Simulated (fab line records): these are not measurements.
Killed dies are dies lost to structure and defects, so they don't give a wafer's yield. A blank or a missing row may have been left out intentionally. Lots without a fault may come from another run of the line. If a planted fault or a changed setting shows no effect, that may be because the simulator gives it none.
fab line records ; flow rit_cmos
record lots=5; wafers=15; last_day=7
route steps=202 shown GATE@77 FOX2@80 M1@202
lots untouched by any fault: they come from a run of this same line in which no faults occurred
start_h: hours from the record's first day to the start of the lot's first wafer shown ; wait_h: hours from the lot's prior step to this one ; " as in the row above ; L1.1+2: one row covering several wafers at once ; - no value, or no start given ; * or withheld: withheld ; < > ~ a bound
route shown NAME@n: a module of which the file shows steps, and the number in the route of the first ; usual: mean/standard deviation taken from wafers without a fault ; same: alike in all rows ; chamber/n: place in a boat ; sites: readings site by site ; _std_site: standard deviation across them ; _edge_site: the outer-site mean with the inner-site mean subtracted ; radius_mm: how far each site lies from the wafer's centre ; mask NAME#n: copy n ; behind: the most recent tool/chamber to have shaped the wafer ; hold: why the lot was held/for how many hours/how that ended ; device: the transistor (n, p or np) that didn't switch ; end of line: at the end of the route, the tests of the same wafers ; for a step that has no rows: nothing shown but its recipe ; killed: not the wafer's yield, but the dies lost to structure and defects at the first sort ; map: shows each die of a wafer: x if killed, . if not, _ if none is there
set.NAME: the setting that was run; set.NAME@STEP: the one run at that earlier step ; model.NAME: the simulator's own value behind a step, which no gauge read
lots at selected steps of the route; one table per step, one row per wafer
services: from which hour (start_h, from the record's first day; less than 0 if before it) a tool's chamber was out of use, for how many hours, and why
## steps
# step RIT_GATE_CLEAN_02
# recipe chemistry=dHF; dilution=50:1; time_s=30
# step RIT_GATE_CLEAN_03
# recipe chemistry=SC2; mix=3:3:50; time_s=600; temp_c=75; dry=n2_spin
# step RIT_GATE_CLEAN_04
# recipe chemistry=dHF; dilution=50:1; time_s=60; dry=n2_spin
# step RIT_FOX2_THK_MEAS_91
# recipe reads=SiO2_of_FOX2_OXIDATION_00
# usual FIELD_OXIDE_LEFT_2_THK=258/6.2
lot.wafer;tool;chamber;start_h;wait_h;FIELD_OXIDE_LEFT_2_THK[nm]
L471.1;film_metro-04;-;46.90;0.0;259
L471.3;film_metro-04;-;46.90;0.0;256
L471.5;film_metro-04;-;46.90;0.0;256
L474.1;film_metro-01;-;63.65;0.0;262
L474.3;film_metro-01;-;63.65;0.0;255
L474.4;film_metro-01;-;63.65;0.0;255
L481.2;film_metro-04;-;99.76;0.0;248
L481.5;film_metro-04;-;99.76;0.0;257
L481.6;film_metro-04;-;99.76;0.0;242
L490.1;film_metro-01;-;142.75;0.0;263
L490.3;film_metro-01;-;142.75;0.0;254
L490.6;film_metro-01;-;142.75;0.0;262
L491.2;film_metro-03;-;147.12;0.0;257
L491.4;film_metro-03;-;147.12;0.0;261
L491.6;film_metro-03;-;147.12;0.0;260
# step RIT_GATE_OXIDATION_05
# recipe temp_c=900; ambient=O2; target_thk_a=30; ox_time_s=270
# step RIT_GATE_ANNEAL_06
# recipe temp_c=900; time_s=600; ambient=N2O
# step RIT_GATE_THK_MEAS_07
# recipe reads=SiO2_of_GATE_OXIDATION_05
# usual GATE_OXIDE_THK=3.04/0.064
lot.wafer;tool;chamber;start_h;wait_h;GATE_OXIDE_THK[nm]
L471.1;film_metro-04;-;49.32;0.0;3.01
L471.3;film_metro-04;-;49.32;0.0;3.08
L471.5;film_metro-04;-;49.32;0.0;3.10
L474.1;film_metro-01;-;68.48;0.0;3.19
L474.3;film_metro-01;-;68.48;0.0;3.16
L474.4;film_metro-01;-;68.48;0.0;3.11
L481.2;film_metro-04;-;103.04;0.0;3.02
L481.5;film_metro-04;-;103.04;0.0;3.07
L481.6;film_metro-04;-;103.04;0.0;3.04
L490.1;film_metro-04;-;144.14;0.0;3.01
L490.3;film_metro-04;-;144.14;0.0;3.10
L490.6;film_metro-04;-;144.14;0.0;3.07
L491.2;film_metro-01;-;149.01;0.0;3.04
L491.4;film_metro-01;-;149.01;0.0;3.01
L491.6;film_metro-01;-;149.01;0.0;3.05
# step RIT_GATE_CVD_08
# recipe material=poly-Si; target_thk_nm=250; temp_c=610; precursor=SiH4; time_s=2220; pressure_mtorr=300; sih4_flow_sccm=100
# step RIT_GATE_THK_MEAS_09
# recipe reads=poly-Si_of_GATE_CVD_08
# usual GATE_POLY_THK=247.9/2.1
lot.wafer;tool;chamber;start_h;wait_h;GATE_POLY_THK[nm]
L471.1;film_metro-04;-;51.00;0.0;244.6
L471.3;film_metro-04;-;51.00;0.0;248.2
L471.5;film_metro-04;-;51.00;0.0;244.6
L474.1;film_metro-04;-;71.32;0.0;247.3
L474.3;film_metro-04;-;71.32;0.0;247.0
L474.4;film_metro-04;-;71.32;0.0;244.9
L481.2;film_metro-04;-;106.73;0.0;244.5
L481.5;film_metro-04;-;106.73;0.0;246.3
L481.6;film_metro-04;-;106.73;0.0;244.3
L490.1;film_metro-01;-;145.81;0.0;246.1
L490.3;film_metro-01;-;145.81;0.0;246.9
L490.6;film_metro-01;-;145.81;0.0;245.1
L491.2;film_metro-04;-;150.68;0.0;251.7
L491.4;film_metro-04;-;150.68;0.0;250.5
L491.6;film_metro-04;-;150.68;0.0;251.5
# step RIT_GATE_HMDS_10
# recipe prime_time_s=60; prime_temp_c=140
# step RIT_GATE_COAT_11
# recipe resist=NOVOLAK; spin_rpm=4250; resist_thk_nm=850
# step RIT_GATE_SOFTBAKE_12
# recipe resist=NOVOLAK; temp_c=90; time_s=60
# step RIT_GATE_EXPOSE_13
# recipe mask_id=M6; na=0.6; source_shape=conventional; sigma_outer=0.6; target_cd_nm=150; dose_mj=380
lot.wafer;tool;chamber;start_h;wait_h;mask
L471.1+3+5;iline_stepper-02;0;51.63;0.2;M6#0
L474.1+3+4;iline_stepper-01;0;71.83;0.1;M6#0
L481.2+5+6;iline_stepper-01;0;107.58;0.2;M6_R1#0
L490.1+3+6;iline_stepper-02;0;146.32;0.1;M6#0
L491.2+4+6;iline_stepper-02;0;151.20;0.1;M6#0
# step RIT_GATE_PEB_14
# recipe resist=NOVOLAK; temp_c=withheld; time_s=withheld
# step RIT_GATE_DEVELOP_15
# recipe resist=NOVOLAK; develop_time_s=50; dev_temp_c=23
# step RIT_GATE_CD_MEAS_16
# recipe target_cd_nm=150
# usual cd_nm=151.5/2.9
lot.wafer;tool;chamber;start_h;wait_h;cd_nm
L471.1;cd_sem-02;-;52.03;-;150.2
L471.3;cd_sem-02;-;52.03;-;151.1
L471.5;cd_sem-02;-;52.03;-;150.7
L474.1;cd_sem-01;-;72.39;-;153.2
L474.3;cd_sem-01;-;72.39;-;151.1
L474.4;cd_sem-01;-;72.39;-;151.6
L481.2;cd_sem-01;-;107.98;-;130.7
L481.5;cd_sem-01;-;107.98;-;128.6
L481.6;cd_sem-01;-;107.98;-;129.1
L490.1;cd_sem-01;-;146.85;-;152.8
L490.3;cd_sem-01;-;146.85;-;155.4
L490.6;cd_sem-01;-;146.85;-;152.4
L491.2;cd_sem-02;-;151.74;-;149.2
L491.4;cd_sem-02;-;151.74;-;149.1
L491.6;cd_sem-02;-;151.74;-;148.0
# step RIT_GATE_OVL_MEAS_17
# usual GATE_OVL=0.5/1.6
lot.wafer;tool;chamber;start_h;wait_h;GATE_OVL[nm]
L471.1;overlay-02;-;52.15;0.1;-0.4
L471.3;overlay-02;-;52.15;0.1;-0.6
L471.5;overlay-02;-;52.15;0.1;0.3
L474.1;overlay-01;-;72.51;0.1;-2.0
L474.3;overlay-01;-;72.51;0.1;0.4
L474.4;overlay-01;-;72.51;0.1;2.2
L481.2;overlay-01;-;108.09;0.1;2.0
L481.5;overlay-01;-;108.09;0.1;0.9
L481.6;overlay-01;-;108.09;0.1;3.7
L490.1;overlay-02;-;146.97;0.1;0.3
L490.3;overlay-02;-;146.97;0.1;-0.4
L490.6;overlay-02;-;146.97;0.1;0.4
L491.2;overlay-02;-;151.85;0.1;-0.5
L491.4;overlay-02;-;151.85;0.1;-1.5
L491.6;overlay-02;-;151.85;0.1;-0.7
# step RIT_GATE_HARDBAKE_18
# recipe resist=NOVOLAK; temp_c=140; time_s=60
# step RIT_GATE_ETCH_19
# recipe chemistry=SF6/CHF3/O2; time_s=165; SF6_flow_sccm=30; CHF3_flow_sccm=30; O2_flow_sccm=5; target=poly-Si; pressure_mtorr=40; rf_w=160; target_depth_a=3125; over_etch_frac=0.25; stop_on=SiO2
# usual drypump_motor_current_A=5.4/0.39; oes_product_au=0.837/0.013; throttle_valve_pct=10.21/0.12
lot.wafer;tool;chamber;start_h;wait_h;drypump_motor_current_A;oes_product_au;rf_hours_counter_h;throttle_valve_pct;model.GATE.cd_nm
L471.1;rie_si-01;0;52.37;0.1;5.1;0.827;40;10.24;150.2
L471.3;rie_si-01;3;52.37;0.1;5.2;0.856;104;10.15;151.2
L471.5;rie_si-01;2;52.37;0.1;5.0;0.817;-;10.29;150.6
L474.1;rie_si-02;3;72.69;0.1;4.9;0.832;11;10.43;153.6
L474.3;rie_si-02;2;72.69;0.1;6.0;0.850;1;10.09;151.2
L474.4;rie_si-02;0;72.69;0.1;5.7;0.843;59;10.05;151.5
L481.2;rie_si-02;1;108.27;0.1;5.5;0.818;66;10.10;130.8
L481.5;rie_si-02;2;108.27;0.1;6.0;0.852;-;10.10;129
L481.6;rie_si-02;1;108.27;0.1;5.5;0.824;-;10.10;129
L490.1;rie_si-02;1;147.16;0.1;5.5;0.819;66;10.10;152.5
L490.3;rie_si-02;3;147.16;0.1;4.9;0.824;12;10.45;155
L490.6;rie_si-02;1;147.16;0.1;5.5;0.822;-;10.10;152.6
L491.2;rie_si-01;0;152.03;0.1;5.1;0.831;40;10.26;148.9
L491.4;rie_si-01;1;152.03;0.1;5.8;0.837;7;10.27;148.7
L491.6;rie_si-01;3;152.03;0.1;5.2;0.863;-;10.15;147.9
# step RIT_GATE_STRIP_20
# recipe chemistry=O2; time_s=180; resist=NOVOLAK; platen_temp_c=withheld; power_w=500; pressure_mtorr=4000; o2_flow_sccm=4000
# usual drypump_motor_current_A=6.0/0.47
lot.wafer;tool;chamber;start_h;wait_h;drypump_motor_current_A;rf_hours_counter_h
L471.1;plasma_asher-03;1;52.48;0.1;6.3;41
L471.3;plasma_asher-03;1;52.48;0.1;6.3;-
L471.5;plasma_asher-03;1;52.48;0.1;6.2;-
L474.1;plasma_asher-02;1;72.80;0.1;5.7;42
L474.3;plasma_asher-02;1;72.80;0.1;5.7;-
L474.4;plasma_asher-02;0;72.80;0.1;5.9;-
L481.2;plasma_asher-02;1;108.38;0.1;5.7;47
L481.5;plasma_asher-02;0;108.38;0.1;6.0;-
L481.6;plasma_asher-02;1;108.38;0.1;5.7;-
L490.1;plasma_asher-04;1;147.26;0.1;5.5;38
L490.3;plasma_asher-04;0;147.26;0.1;6.8;-
L490.6;plasma_asher-04;0;147.26;0.1;6.8;-
L491.2;plasma_asher-03;0;152.13;0.1;5.9;54
L491.4;plasma_asher-03;0;152.13;0.1;5.9;-
L491.6;plasma_asher-03;0;152.13;0.1;5.9;-
# step RIT_M1_PROBE_99
lot.wafer;tool;chamber;start_h;wait_h;model.etest.pmos_0p3.r_on_ohm_um;model.etest.pmos_0p15.r_on_ohm_um;model.etest.pmos_turned.r_on_ohm_um;model.etest.nmos_0p15.r_on_ohm_um;model.etest.nmos_0p3.r_on_ohm_um;model.etest.nmos_0p15.drive_ua_um;model.etest.pmos_0p15.drive_ua_um;model.etest.nmos_turned.drive_ua_um
L471.1;prober-01;-;72.81;0.1;6286;2728;3343;1139;2163;476.3;258.7;352.4
L471.3;prober-01;-;72.91;0.2;6530;2855;3518;1177;2233;450.6;246;330.6
L471.5;prober-01;-;73.01;0.2;6356;2776;3339;1125;2176;470.5;255.1;348.1
L474.1;prober-02;-;94.44;0.1;6762;2999;3724;1159;2252;430.8;227.6;315.1
L474.3;prober-02;-;94.54;0.2;6644;2873;3539;1146;2238;449.2;241;325
L474.4;prober-02;-;94.59;0.2;6511;2848;3523;1110;2192;451.7;242.9;331.1
L481.2;prober-01;-;129.97;0.1;5805;2298;2863;958.4;2014;573;321.9;397.9
L481.5;prober-01;-;130.12;0.2;5839;2275;2905;950.1;1995;581.9;323.1;394.4
L481.6;prober-01;-;130.17;0.2;5756;2222;2807;951.1;1994;590;330.1;411.6
L490.1;prober-01;-;168.44;0.1;6646;3052;3816;1218;2259;443.1;231.5;296.1
L490.3;prober-01;-;168.54;0.2;6724;3022;3729;1184;2239;434.9;228.8;308.5
L490.6;prober-01;-;168.69;0.2;6532;2941;3664;1167;2179;450.4;238.6;312.3
L491.2;prober-02;-;172.44;0.1;6270;2705;3320;1164;2176;460.8;261.9;318.4
L491.4;prober-02;-;172.54;0.2;6246;2668;3292;1148;2193;465.6;263.7;320.8
L491.6;prober-02;-;172.64;0.2;6251;2674;3268;1150;2189;467.8;266.4;325.4
# killed by level:class
L471.1 GATE:geometric_particle:open=3 REOX:geometric_particle:short=2 FOX1:geometric_particle:short=1 REOX:geometric_particle:open=1
L471.3 SPACER:geometric_particle:short=3 GATE:geometric_particle:open=2 SPACER:geometric_particle:open=2 GATE:geometric_particle:short=1
L471.5 FOX1:geometric_particle:short=3 FOX1:geometric_particle:open=1 SPACER:geometric_particle:open=1
L474.1 GATE:geometric_particle:short=3 SPACER:geometric_particle:open=2 SILICIDE:geometric_particle:short=2 FOX1:geometric_particle:short=1 FOX1:geometric_particle:open=1 FOX2:geometric_particle:open=1 FOX2:geometric_particle:short=1 GATE:geometric_particle:open=1
L474.3 GATE:geometric_particle:open=5 GATE:geometric_particle:short=2 SPACER:geometric_particle:short=2 SILICIDE:geometric_particle:open=2 FOX2:geometric_particle:open=1 SILICIDE:geometric_particle:short=1
L474.4 FOX2:geometric_particle:short=2 GATE:geometric_particle:short=2 FOX1:geometric_particle:short=1 FOX2:geometric_particle:open=1 GATE:geometric_particle:open=1 SPACER:geometric_particle:short=1 SILICIDE:geometric_particle:open=1
L490.1 FOX1:geometric_particle:short=2 FOX1:geometric_particle:open=1 GATE:geometric_particle:short=1 SPACER:geometric_particle:open=1
L490.3 FOX1:geometric_particle:open=2 FOX1:geometric_particle:short=1 GATE:geometric_particle:short=1
L490.6 GATE:geometric_particle:open=3 GATE:geometric_particle:short=2 NRETRO:coat_microbubble_printed=1
L491.2 GATE:geometric_particle:short=4 FOX1:geometric_particle:short=1 FOX2:geometric_particle:open=1 GATE:geometric_particle:open=1 REOX:geometric_particle:short=1 SILICIDE:geometric_particle:open=1 CONTACT:geometric_particle:short=1 NLDD:coat_microbubble_printed=1
L491.4 FOX1:geometric_particle:short=3 GATE:geometric_particle:short=2 GATE:geometric_particle:open=2 REOX:geometric_particle:open=1 REOX:geometric_particle:short=1 SPACER:geometric_particle:short=1 PLDD:coat_microbubble_printed=1
L491.6 GATE:geometric_particle:short=2 GATE:geometric_particle:open=2 FOX2:geometric_particle:short=1 REOX:geometric_particle:short=1 REOX:geometric_particle:open=1 NLDD:coat_microbubble_printed=1 PLDD:coat_microbubble_printed=1
## services
tool;chamber;start_h;hours;kind
plasma_asher-03;-;45.70;3.9;repair
iline_stepper-02;-;66.55;1.7;pm
plasma_asher-04;-;67.36;4.3;pm
rie_si-01;2;89.48;2.6;repair
iline_stepper-01;0;121.04;-;calibration
rie_si-02;0;125.94;41.4;repair
plasma_asher-03;-;142.21;2.9;repair
rie_si-02;2;144.82;1.8;repair
## key
first_sign step=RIT_GATE_EXPOSE_13; reading=mask; direction=changed
effect step=RIT_GATE_CD_MEAS_16; reading=cd_nm; direction=down; sigmas=7.7; usual=151.5; struck=129.5
model_effect step=RIT_GATE_ETCH_19; value=GATE.cd_nm; without=151.6; struck=129.6
model_effect step=RIT_M1_PROBE_99; value=etest.pmos_0p3.r_on_ohm_um; without=6316; struck=5800
met_at RIT_GATE_EXPOSE_13
struck_wafers L481.2,L481.5,L481.6
sort_left_out L481.2,L481.5,L481.6
tester_left_out L481
onset_between 71.83 107.58
fault kind=wrong_mask; tool=any; chamber=-; onset_h=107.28; steps=RIT_GATE_EXPOSE_13; aux_copy=M6_R1#0; cd_offset_nm=-22; scope=struck_lots_only
# tester_left_out: of these lots the tester's yield and bins aren't shown, on N5 and GAA mostly nor the transistor test; their killed dies are dies lost to structure and defects alone, not to doping, threshold or leakage, so they don't give the yield
# sort_left_out: the simulated sort isn't trusted on such a fault, so these wafers' sort isn't shown, and their yield isn't known
